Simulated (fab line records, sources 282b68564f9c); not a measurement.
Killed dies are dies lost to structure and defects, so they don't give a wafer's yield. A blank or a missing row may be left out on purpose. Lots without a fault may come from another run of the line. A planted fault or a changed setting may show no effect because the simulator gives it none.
fab line records | flow rit_cmos
record lots=6 wafers=18 last_day=8
route steps=202 shown PSD@150 SDANNEAL@153 NSD@158 PLDD@159 NLDD@160 SILICIDE@161 M1@202
lots that met no fault: from a run of the same line without faults
start_h: hours from the record's first day to the start of the lot's first wafer shown | wait_h: hours since the lot's step before | " the same as in the row above | L1.1+2: a row that stands for several wafers | - no value, or no start given | * or withheld: withheld | < > ~ a bound
route shown NAME@n: a module of which the file shows steps, and the number in the route of the first | usual: mean/standard deviation of fault-free wafers | same: alike in all rows | chamber/n: place in a boat | sites: the reading at each site | _std_site: their standard deviation | _edge_site: outer sites' mean less inner sites' | radius_mm: how far each site lies from the wafer's centre | mask NAME#n: copy n | behind: the tool/chamber that last shaped the wafer | hold: why the lot was held/for how many hours/how that ended | device: the transistor (n, p or np) that didn't switch | end of line: the same wafers' tests at the end of the route | a step without rows: its recipe alone | killed: dies lost to structure and defects at the first sort, not the wafer's yield | map: a wafer's dies, x killed, . not, _ none there
set.NAME: the setting as run; set.NAME@STEP: as run at that earlier step | model.NAME: the simulator's own value behind a step, which no gauge read
lots at some steps of the route; a table a step, a row a wafer
services: from which hour (start_h, from the record's first day; less than 0 if before it) a tool's chamber was out of use, for how many hours, and why
## steps
# step RIT_PSD_IMPLANT_08
# recipe species=BF2 energy_kev=27 dose_cm2=5e+15 tilt_deg=7
# step RIT_PSD_STRIP_09
# recipe chemistry=O2 time_s=180 resist=NOVOLAK platen_temp_c=withheld power_w=500 pressure_mtorr=4000 o2_flow_sccm=4000
# usual drypump_motor_current_A=5.6/0.38 rf_refl_power_W=6.9/1.7
# columns lot.wafer tool chamber start_h wait_h drypump_motor_current_A rf_hours_counter_h rf_refl_power_W
L715.1 plasma_asher-04 0 53.22 0.1 5.2 28 6.8
L715.2 " 1 " " 5.3 28 5.1
L715.3 " 1 " " 5.4 - 5.1
L717.1 plasma_asher-04 1 60.59 0.1 5.4 29 5.0
L717.2 " 0 " " 5.2 29 7.6
L717.4 " 1 " " 5.3 - 5.2
L725.1 plasma_asher-03 1 101.16 0.1 6.1 44 8.5
L725.4 " 0 " " 6.2 - 5.8
L725.6 " 0 " " 6.2 - 5.8
L735.1 plasma_asher-04 0 170.71 0.1 5.2 39 7.5
L735.5 " 0 " " 5.2 - 7.5
L735.6 " 1 " " 5.4 - 5.0
L736.2 plasma_asher-03 1 181.27 0.1 6.1 51 8.1
L736.4 " 1 " " 6.1 - 8.4
L736.5 " 0 " " 6.2 - 6.1
L737.2 plasma_asher-04 1 183.15 0.1 5.3 40 5.2
L737.3 " 0 " " 5.2 - 7.0
L737.6 " 0 " " 5.2 - 6.8
# step RIT_PSD_TW_MEAS_10
# usual PSD_TW=3445/18
# columns lot.wafer tool chamber start_h wait_h PSD_TW
L715.1 film_metro-01 - 53.39 0.1 3440
L715.2 " - " " 3440
L715.3 " - " " 3455
L717.1 film_metro-01 - 60.76 0.1 3447
L717.2 " - " " 3429
L717.4 " - " " 3442
L725.1 film_metro-01 - 101.33 0.1 3418
L725.4 " - " " 3430
L725.6 " - " " 3427
L735.1 film_metro-01 - 170.89 0.1 3411
L735.5 " - " " 3431
L735.6 " - " " 3438
L736.2 film_metro-04 - 181.46 0.1 3455
L736.4 " - " " 3462
L736.5 " - " " 3458
L737.2 film_metro-02 - 183.34 0.1 3450
L737.3 " - " " 3452
L737.6 " - " " 3445
# step RIT_SDANNEAL_CLEAN_00
# recipe chemistry=SC1 mix=3:3:50 time_s=600 temp_c=75
# step RIT_SDANNEAL_CLEAN_01
# recipe chemistry=dHF dilution=50:1 time_s=30
# step RIT_SDANNEAL_CLEAN_02
# recipe chemistry=SC2 mix=3:3:50 time_s=600 temp_c=75 dry=n2_spin
# step RIT_SDANNEAL_RTA_03
# recipe temp_c=1050 time_s=5 idle_temp_c=600 ramp_up_c_per_s=342 ramp_down_c_per_s=171 cool_to_c=600 ambient=N2
# usual wafer_temp_C_max=1053.6/1.2
# columns lot.wafer tool chamber start_h wait_h wafer_temp_C_max
L715.1 rtp_anneal-01 0 54.03 0.0 1054.0
L715.2 " 0 " " 1053.9
L715.3 " 0 " " 1053.4
L717.1 rtp_anneal-01 0 61.19 0.0 1051.6
L717.2 " 0 " " 1051.5
L717.4 " 0 " " 1051.8
L725.1 rtp_anneal-01 0 101.76 0.0 1054.4
L725.4 " 0 " " 1053.7
L725.6 " 0 " " 1054.9
L735.1 rtp_anneal-01 0 171.32 0.0 1051.7
L735.5 " 0 " " 1055.4
L735.6 " 0 " " 1053.9
L736.2 rtp_anneal-02 0 181.89 0.0 1052.5
L736.4 " 0 " " 1052.9
L736.5 " 0 " " 1054.4
L737.2 rtp_anneal-01 0 183.76 0.0 1053.6
L737.3 " 0 " " 1052.8
L737.6 " 0 " " 1052.9
# step RIT_SDANNEAL_RS_MEAS_04
# recipe thk_meas_gauge=four-point-probe
# usual PSD_RS=115.8/0.3
# columns lot.wafer tool chamber start_h wait_h PSD_RS[ohm/sq]
L715.1 film_metro-04 - 54.09 0.0 116.1
L715.2 " - " " 115.7
L715.3 " - " " 116.1
L717.1 film_metro-01 - 61.31 0.1 115.7
L717.2 " - " " 115.7
L717.4 " - " " 115.4
L725.1 film_metro-02 - 101.82 0.0 116.2
L725.4 " - " " 115.9
L725.6 " - " " 116.4
L735.1 film_metro-01 - 171.37 0.0 115.8
L735.5 " - " " 116.4
L735.6 " - " " 116.2
L736.2 film_metro-04 - 181.95 0.1 115.7
L736.4 " - " " 115.7
L736.5 " - " " 115.5
L737.2 film_metro-04 - 183.83 0.1 115.7
L737.3 " - " " 116.0
L737.6 " - " " 115.8
# step RIT_SDANNEAL_RS_MEAS_05
# recipe thk_meas_gauge=four-point-probe
# usual NSD_RS=84.55/0.27
# columns lot.wafer tool chamber start_h wait_h NSD_RS[ohm/sq]
L715.1 film_metro-04 - 54.21 0.1 84.70
L715.2 " - " " 84.77
L715.3 " - " " 84.74
L717.1 film_metro-01 - 61.43 0.1 83.71
L717.2 " - " " 83.99
L717.4 " - " " 84.06
L725.1 film_metro-02 - 101.94 0.1 85.06
L725.4 " - " " 84.73
L725.6 " - " " 84.98
L735.1 film_metro-01 - 171.49 0.1 84.37
L735.5 " - " " 84.36
L735.6 " - " " 84.35
L736.2 film_metro-04 - 182.07 0.1 84.92
L736.4 " - " " 84.85
L736.5 " - " " 85.04
L737.2 film_metro-04 - 183.95 0.1 83.97
L737.3 " - " " 84.46
L737.6 " - " " 84.00
# step RIT_SDANNEAL_RS_MEAS_06
# recipe thk_meas_gauge=four-point-probe
# usual PLDD_RS=179.6/0.41
# columns lot.wafer tool chamber start_h wait_h PLDD_RS[ohm/sq]
L715.1 film_metro-04 - 54.33 0.1 179.1
L715.2 " - " " 179.1
L715.3 " - " " 179.8
L717.1 film_metro-01 - 61.55 0.1 179.6
L717.2 " - " " 179.4
L717.4 " - " " 179.6
L725.1 film_metro-02 - 102.06 0.1 179.5
L725.4 " - " " 179.7
L725.6 " - " " 180.4
L735.1 film_metro-01 - 171.61 0.1 179.6
L735.5 " - " " 180.1
L735.6 " - " " 179.8
L736.2 film_metro-04 - 182.19 0.1 179.2
L736.4 " - " " 179.1
L736.5 " - " " 178.9
L737.2 film_metro-04 - 184.07 0.1 180.2
L737.3 " - " " 180.4
L737.6 " - " " 179.9
# step RIT_SDANNEAL_RS_MEAS_07
# recipe thk_meas_gauge=four-point-probe
# usual NLDD_RS=151.7/0.43
# columns lot.wafer tool chamber start_h wait_h NLDD_RS[ohm/sq]
L715.1 film_metro-04 - 54.45 0.1 151.2
L715.2 " - " " 151.2
L715.3 " - " " 150.5
L717.1 film_metro-01 - 61.67 0.1 151.2
L717.2 " - " " 151.9
L717.4 " - " " 151.9
L725.1 film_metro-02 - 102.18 0.1 151.8
L725.4 " - " " 151.6
L725.6 " - " " 151.1
L735.1 film_metro-01 - 171.73 0.1 151.8
L735.5 " - " " 151.8
L735.6 " - " " 151.8
L736.2 film_metro-04 - 182.31 0.1 150.8
L736.4 " - " " 151.1
L736.5 " - " " 150.6
L737.2 film_metro-04 - 184.19 0.1 151.5
L737.3 " - " " 152.3
L737.6 " - " " 151.7
# step RIT_SILICIDE_WET_ETCH_00
# recipe chemistry=BOE target=SiO2 target_depth_nm=14 time_s=15 dry=n2_spin dilution=10:1 temp_c=21.5
# step RIT_SILICIDE_SPUTTER_01
# recipe material=Ti target_thk_nm=30 power_w=350 chamber_pressure_pa=0.667 gas=Ar time_s=240 substrate_temp_c=25
# usual cathode_dc_power_W=350.00/0.065 throttle_valve_pct=30.4/1.7
# columns lot.wafer tool chamber start_h wait_h cathode_dc_power_W throttle_valve_pct model.Ti_of_SILICIDE_SPUTTER_01.thk_nm
L715.1 pvd_sputter-03 - 54.58 0.0 350.00 31.0 30.42
L715.2 " - " " 349.99 31.8 30.37
L715.3 " - " " 349.99 29.4 30.69
L717.1 pvd_sputter-03 - 61.80 0.0 350.01 31.0 29.88
L717.2 " - " " 349.97 31.9 30.06
L717.4 " - " " 349.97 33.0 29.89
L725.1 pvd_sputter-03 - 102.31 0.0 349.97 33.3 30.04
L725.4 " - " " 350.10 29.6 30.29
L725.6 " - " " 350.01 31.9 30.34
L735.1 pvd_sputter-03 - 171.87 0.0 286.00 32.0 24.62
L735.5 " - " " 285.98 31.9 24.48
L735.6 " - " " 285.85 33.3 23.69
L736.2 pvd_sputter-03 - 182.43 0.0 286.01 33.4 24.09
L736.4 " - " " 286.03 29.8 24.63
L736.5 " - " " 285.99 33.2 24.01
L737.2 pvd_sputter-01 - 184.31 0.0 349.86 29.8 30.17
L737.3 " - " " 350.01 27.8 30.07
L737.6 " - " " 349.93 32.1 29.92
# step RIT_SILICIDE_RS_MEAS_02
# recipe thk_meas_gauge=four-point-probe reads=Ti_of_SILICIDE_SPUTTER_01
# usual SILICIDE_TI_RS=47.6/0.63
# columns lot.wafer tool chamber start_h wait_h SILICIDE_TI_RS[ohm/sq]
L715.1 film_metro-03 - 54.73 0.1 47.0
L715.2 " - " " 46.9
L715.3 " - " " 46.5
L717.1 film_metro-03 - 61.95 0.1 48.0
L717.2 " - " " 47.6
L717.4 " - " " 48.1
L725.1 film_metro-02 - 102.46 0.1 47.9
L725.4 " - " " 47.4
L725.6 " - " " 47.3
L735.1 film_metro-02 - 172.02 0.1 61.5
L735.5 " - " " 62.0
L735.6 " - " " 64.6
L736.2 film_metro-03 - 182.60 0.1 63.1
L736.4 " - " " 61.2
L736.5 " - " " 63.2
L737.2 film_metro-02 - 184.49 0.1 47.6
L737.3 " - " " 47.8
L737.6 " - " " 48.2
# step RIT_SILICIDE_THK_MEAS_03
# recipe thk_meas_gauge=xrf reads=Ti_of_SILICIDE_SPUTTER_01
# usual SILICIDE_TI_THK=30.0/0.32
# columns lot.wafer tool chamber start_h wait_h SILICIDE_TI_THK[nm]
L715.1 film_metro-03 - 54.85 0.1 30.3
L715.2 " - " " 30.4
L715.3 " - " " 30.5
L717.1 film_metro-03 - 62.07 0.1 30.0
L717.2 " - " " 30.0
L717.4 " - " " 29.9
L725.1 film_metro-02 - 102.58 0.1 30.0
L725.4 " - " " 30.2
L725.6 " - " " 30.3
L735.1 film_metro-02 - 172.14 0.1 24.4
L735.5 " - " " 24.3
L735.6 " - " " 23.5
L736.2 film_metro-03 - 182.71 0.1 24.0
L736.4 " - " " 24.5
L736.5 " - " " 24.0
L737.2 film_metro-02 - 184.60 0.1 29.8
L737.3 " - " " 29.8
L737.6 " - " " 29.6
# step RIT_SILICIDE_RTA_04
# recipe temp_c=650 time_s=10 idle_temp_c=25 ramp_up_s=5 ramp_down_s=5 cool_to_c=25 ambient=N2
# usual wafer_temp_C_max=653.7/1.2
# columns lot.wafer tool chamber start_h wait_h wafer_temp_C_max
L715.1 rtp_anneal-02 0 54.91 0.1 657.6
L715.2 " 0 " " 652.9
L715.3 " 0 " " 653.6
L717.1 rtp_anneal-02 0 62.13 0.1 655.7
L717.2 " 0 " " 656.8
L717.4 " 0 " " 654.7
L725.1 rtp_anneal-02 0 102.64 0.1 654.0
L725.4 " 0 " " 654.2
L725.6 " 0 " " 653.3
L735.1 rtp_anneal-02 0 172.20 0.1 654.4
L735.5 " 0 " " 655.7
L735.6 " 0 " " 654.3
L736.2 rtp_anneal-01 0 182.77 0.1 651.7
L736.4 " 0 " " 653.3
L736.5 " 0 " " 651.5
L737.2 rtp_anneal-02 0 184.66 0.1 654.2
L737.3 " 0 " " 654.6
L737.6 " 0 " " 655.5
# step RIT_M1_PROBE_99
# usual killed_at_contacts=0.1/0.25 killed_at_front_end=7/3.3 killed_dies=7/3.2 killed_open=3.6/2.2 killed_short=3.5/2
# same gross_dies=264 killed_at_M0_to_M3=0 killed_at_M4_up=0 killed_at_back_side=0 killed_at_other=0
# columns lot.wafer tool chamber start_h wait_h killed_at_contacts killed_at_front_end killed_dies killed_open killed_short model.etest.npoly_line.line_ohm_um model.etest.ppoly_line.line_ohm_um model.etest.contact_nplus.end_ohm_um model.etest.contact_pplus.end_ohm_um model.etest.ppoly_line.width_nm model.etest.npoly_line.width_nm model.etest.npoly_line.rs_ohm_sq model.etest.ppoly_line.rs_ohm_sq
L715.1 prober-02 - 61.45 0.1 0 7 7 4 3 157.8 152.6 43.45 46.2 107 106.9 16.71 16.24
L715.2 prober-02 - 61.50 0.1 0 10 10 6 4 161 156.1 43.3 44.55 104.8 104 16.87 16.37
L715.3 prober-02 - 61.55 0.2 0 7 7 5 2 160.2 150.6 43.02 46.11 106.1 105.5 16.72 16.02
L717.1 prober-02 - 68.93 0.1 0 15 15 7 8 172.3 162.6 39.77 43.48 100.6 99.69 17.11 16.58
L717.2 prober-02 - 68.98 0.1 0 10 10 7 3 175.2 169.5 42.12 44.43 98.74 98.62 16.96 16.59
L717.4 prober-02 - 69.08 0.2 0 13 13 3 10 174.8 168.9 41.16 42.97 98.43 97.49 17.09 16.6
L725.1 prober-02 - 109.34 0.1 0 8 8 3 5 168.8 161 41.01 43.98 101.5 101 17.08 16.54
L725.4 prober-02 - 109.49 0.2 0 5 5 2 3 163.7 157.4 42.49 44.49 103.2 101.8 16.88 16.33
L725.6 prober-02 - 109.59 0.2 0 9 9 4 5 168.1 159.2 41.31 45.05 101.2 99.93 16.75 16.19
L735.1 prober-02 - 178.61 0.1 0 10 10 5 5 193.3 186.5 36.15 40.43 102.5 101.9 19.85 19
L735.5 prober-02 - 178.81 0.2 0 1 1 1 0 191.9 183.9 35.47 40.21 104.7 102.9 19.87 19.03
L735.6 prober-02 - 178.86 0.2 1 3 4 2 2 195.9 187.5 35.28 38.76 104.6 104 20.48 19.74
L736.2 prober-01 - 189.38 0.1 0 6 6 6 0 189 180.3 35.48 38.03 107 105.5 20.18 19.14
L736.4 prober-01 - 189.48 0.2 0 9 9 3 6 187.2 176.1 35.59 38.19 107.5 106.3 19.78 18.92
L736.5 prober-01 - 189.53 0.2 0 13 13 6 7 191.7 182.5 35.2 38.48 106 104.9 20.31 19.31
L737.2 prober-02 - 191.39 0.1 0 8 8 5 3 166.5 156.5 41.05 41.87 102 101.4 16.97 16.5
L737.3 prober-02 - 191.44 0.2 0 5 5 3 2 165.8 158.1 41.3 41.87 103.7 102.2 17 16.48
L737.6 prober-02 - 191.59 0.2 0 6 6 3 3 165.1 158 39.56 42.17 105.1 104 17.08 16.36
# killed by level:class
L715.1 REOX:geometric_particle:short=2 SPACER:geometric_particle:open=2 FOX2:geometric_particle:open=1 REOX:geometric_particle:open=1 SPACER:geometric_particle:short=1
L715.2 FOX2:geometric_particle:open=2 GATE:geometric_particle:open=2 REOX:geometric_particle:short=2 FOX1:geometric_particle:short=1 GATE:geometric_particle:short=1 REOX:geometric_particle:open=1 SPACER:geometric_particle:open=1
L715.3 REOX:geometric_particle:open=2 SPACER:geometric_particle:short=2 GATE:geometric_particle:open=1 SPACER:geometric_particle:open=1 SILICIDE:geometric_particle:open=1
L717.1 SILICIDE:geometric_particle:open=4 REOX:geometric_particle:short=3 FOX1:geometric_particle:short=2 FOX2:geometric_particle:short=1 FOX2:geometric_particle:open=1 GATE:geometric_particle:open=1 GATE:geometric_particle:short=1 SPACER:geometric_particle:open=1
L717.2 GATE:geometric_particle:open=3 SILICIDE:geometric_particle:open=2 FOX1:geometric_particle:open=1 FOX1:geometric_particle:short=1 GATE:geometric_particle:short=1 SPACER:geometric_particle:open=1 SILICIDE:geometric_particle:short=1
L717.4 FOX1:geometric_particle:short=3 SILICIDE:geometric_particle:short=3 REOX:geometric_particle:short=2 SPACER:geometric_particle:short=2 GATE:geometric_particle:open=1 REOX:geometric_particle:open=1 SILICIDE:geometric_particle:open=1
L725.1 GATE:geometric_particle:short=4 FOX1:geometric_particle:open=2 FOX1:geometric_particle:short=1 GATE:geometric_particle:open=1
L725.4 GATE:geometric_particle:short=1 REOX:geometric_particle:open=1 SPACER:geometric_particle:short=1 SILICIDE:geometric_particle:short=1 SILICIDE:geometric_particle:open=1
L725.6 GATE:geometric_particle:short=3 GATE:geometric_particle:open=2 SPACER:geometric_particle:short=2 FOX1:geometric_particle:open=1 SPACER:geometric_particle:open=1
L735.1 FOX1:geometric_particle:short=2 FOX1:geometric_particle:open=2 GATE:geometric_particle:short=1 GATE:geometric_particle:open=1 SPACER:geometric_particle:open=1 SPACER:geometric_particle:short=1 SILICIDE:geometric_particle:short=1 SILICIDE:geometric_particle:open=1
L735.5 SILICIDE:geometric_particle:open=1
L735.6 CONTACT:geometric_particle:open=1 FOX1:geometric_particle:short=1 GATE:geometric_particle:open=1 REOX:geometric_particle:short=1
L736.2 FOX1:geometric_particle:open=2 SPACER:geometric_particle:open=2 GATE:geometric_particle:open=1 REOX:geometric_particle:open=1
L736.4 GATE:geometric_particle:short=2 SILICIDE:geometric_particle:short=2 FOX1:geometric_particle:open=1 GATE:geometric_particle:open=1 REOX:geometric_particle:open=1 REOX:geometric_particle:short=1 SPACER:geometric_particle:short=1
L736.5 FOX1:geometric_particle:short=3 GATE:geometric_particle:open=3 SPACER:geometric_particle:short=2 SILICIDE:geometric_particle:open=2 FOX2:geometric_particle:short=1 REOX:geometric_particle:short=1 REOX:geometric_particle:open=1
L737.2 GATE:geometric_particle:open=5 GATE:geometric_particle:short=2 SILICIDE:geometric_particle:short=1
L737.3 FOX2:geometric_particle:short=2 REOX:geometric_particle:open=2 GATE:geometric_particle:open=1
L737.6 SPACER:geometric_particle:open=2 SPACER:geometric_particle:short=2 FOX1:geometric_particle:short=1 GATE:geometric_particle:open=1
## services
# columns tool chamber start_h hours kind
plasma_asher-03 - 41.29 28.1 pm
pvd_sputter-01 - 65.23 1.4 repair
pvd_sputter-03 - 92.01 3.6 repair
plasma_asher-03 - 102.36 0.6 repair
pvd_sputter-03 - 132.27 0.6 repair
plasma_asher-04 - 142.29 2.6 repair
pvd_sputter-01 - 173.69 9.4 repair
## key
first_sign step=RIT_SILICIDE_SPUTTER_01 reading=cathode_dc_power_W direction=down sigmas=99+ usual=350.00 struck=285.98
effect step=RIT_SILICIDE_RS_MEAS_02 reading=SILICIDE_TI_RS direction=up sigmas=24 usual=47.6 struck=62.6
effect step=RIT_SILICIDE_THK_MEAS_03 reading=SILICIDE_TI_THK direction=down sigmas=18 usual=30.0 struck=24.1
model_effect step=RIT_SILICIDE_SPUTTER_01 value=Ti_of_SILICIDE_SPUTTER_01.thk_nm without=29.74 struck=24.25
model_effect step=RIT_M1_PROBE_99 value=etest.npoly_line.line_ohm_um without=170.1 struck=191.5
met_at RIT_SILICIDE_SPUTTER_01
struck_wafers L735.1,L735.5,L735.6,L736.2,L736.4,L736.5
tester_left_out L735,L736
onset_between 102.31 171.87
fault kind=process_parameter_drift tool=pvd_sputter-03 chamber=- onset_h=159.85 steps=RIT_SILICIDE_SPUTTER_01 channel=power_w offset=-64.069 shape=step end_h=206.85 stated=350
# tester_left_out: of these lots the tester's yield and bins aren't shown, on N5 and GAA mostly nor the transistor test; their killed dies are dies lost to structure and defects alone, not to doping, threshold or leakage, so they don't give the yield
